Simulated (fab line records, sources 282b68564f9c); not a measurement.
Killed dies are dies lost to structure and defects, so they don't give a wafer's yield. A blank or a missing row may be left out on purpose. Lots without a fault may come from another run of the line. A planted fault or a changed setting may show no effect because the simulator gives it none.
Tool commonality check | flow rit_cmos | 14 lots, 42 wafers sampled

WHY IT WAS OPENED
At RIT_M1_RS_MEAS_01 the reading M1_AL_RS is flagged on 2 of 14 lots. Wafers without a fault read 0.0735 ohm/sq, standard deviation 0.00098.
Rule: a lot is flagged when every wafer of it that has a number lies more than 4 standard deviations from that mean, or none has a number. The other lots count as sound.

lot  | measured    | on            | M1_AL_RS (ohm/sq), wafer by wafer | flag
L832 | day 3 05:40 | film_metro-03 | 0.0736 0.0720 0.0736              |
L833 | day 3 11:54 | film_metro-04 | 0.0739 0.0744 0.0730              |
L834 | day 3 19:31 | film_metro-04 | 0.0716 0.0729 0.0730              |
L836 | day 4 02:05 | film_metro-04 | 0.0721 0.0733 0.0715              |
L838 | day 4 13:24 | film_metro-03 | 0.0742 0.0736 0.0745              |
L839 | day 4 22:07 | film_metro-04 | 0.0736 0.0724 0.0741              |
L840 | day 4 23:23 | film_metro-03 | 0.0740 0.0744 0.0741              |
L842 | day 5 08:01 | film_metro-03 | 0.0747 0.0745 0.0739              |
L843 | day 5 13:57 | film_metro-02 | 0.0736 0.0721 0.0745              |
L844 | day 5 21:49 | film_metro-02 | 0.0723 0.0725 0.0727              |
L846 | day 6 06:29 | film_metro-02 | 0.0729 0.0745 0.0741              |
L848 | day 6 19:01 | film_metro-02 | 0.0648 0.0656 0.0654              | FLAGGED
L849 | day 6 22:43 | film_metro-03 | 0.0742 0.0752 0.0752              |
L854 | day 7 20:20 | film_metro-04 | 0.0651 0.0651 0.0651              | FLAGGED
The numbers of the flagged lots are 0.0652 ohm/sq on average: -0.0083 ohm/sq against the usual, or -8 standard deviations.

WHICH TOOL RAN EACH LOT
The record holds 1 process step before the reading, out of a route of 202 steps. In each cell: the tool, then ch and the chambers that the sampled wafers went through, then the start.
lot  | flag    | RIT_M1_SPUTTER_00
L832 |         | pvd_sputter-02, day 3 05:22
L833 |         | pvd_sputter-04, day 3 11:35
L834 |         | pvd_sputter-02, day 3 19:13
L836 |         | pvd_sputter-03, day 4 01:46
L838 |         | pvd_sputter-03, day 4 13:04
L839 |         | pvd_sputter-02, day 4 21:49
L840 |         | pvd_sputter-03, day 4 23:04
L842 |         | pvd_sputter-03, day 5 07:44
L843 |         | pvd_sputter-02, day 5 13:40
L844 |         | pvd_sputter-03, day 5 21:31
L846 |         | pvd_sputter-03, day 6 06:10
L848 | FLAGGED | pvd_sputter-03, day 6 18:43
L849 |         | pvd_sputter-02, day 6 22:25
L854 | FLAGGED | pvd_sputter-03, day 7 20:02
What these steps do:
- RIT_M1_SPUTTER_00: material Al, target thk 400 nm, time 500 s.
- RIT_M1_RS_MEAS_01: measures by four-point-probe.

FLAGGED OVER TOTAL, TOOL BY TOOL (the gauges that took the reading come last)
step              | tool           | lots run | flagged | share of the flagged lots | sound lots run after its first flagged lot
RIT_M1_SPUTTER_00 | pvd_sputter-02 | 5        | 0       | none                      | -
RIT_M1_SPUTTER_00 | pvd_sputter-03 | 8        | 2       | all                       | 0
RIT_M1_SPUTTER_00 | pvd_sputter-04 | 1        | 0       | none                      | -
RIT_M1_RS_MEAS_01 | film_metro-02  | 4        | 1       | some                      | 0
RIT_M1_RS_MEAS_01 | film_metro-03  | 5        | 0       | none                      | -
RIT_M1_RS_MEAS_01 | film_metro-04  | 5        | 1       | some                      | 0

WHAT THE TABLE ALLOWS
1 row of the table ran every flagged lot: pvd_sputter-03 at RIT_M1_SPUTTER_00.
- pvd_sputter-03 at RIT_M1_SPUTTER_00: 2 of its 8 lots flagged. Its last sound lot is L846 (day 6 06:10), its first flagged lot L848 (day 6 18:43): a fault that began between those two fits.
One tool is left: pvd_sputter-03 at RIT_M1_SPUTTER_00.

WHAT THE SIMULATOR HAD PUT IN
Process parameter drift: pvd_sputter-03, from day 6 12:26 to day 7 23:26, at RIT_M1_SPUTTER_00. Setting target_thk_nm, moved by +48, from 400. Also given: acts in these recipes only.
Lots struck among those shown: L848, L854. The rule above found the same.
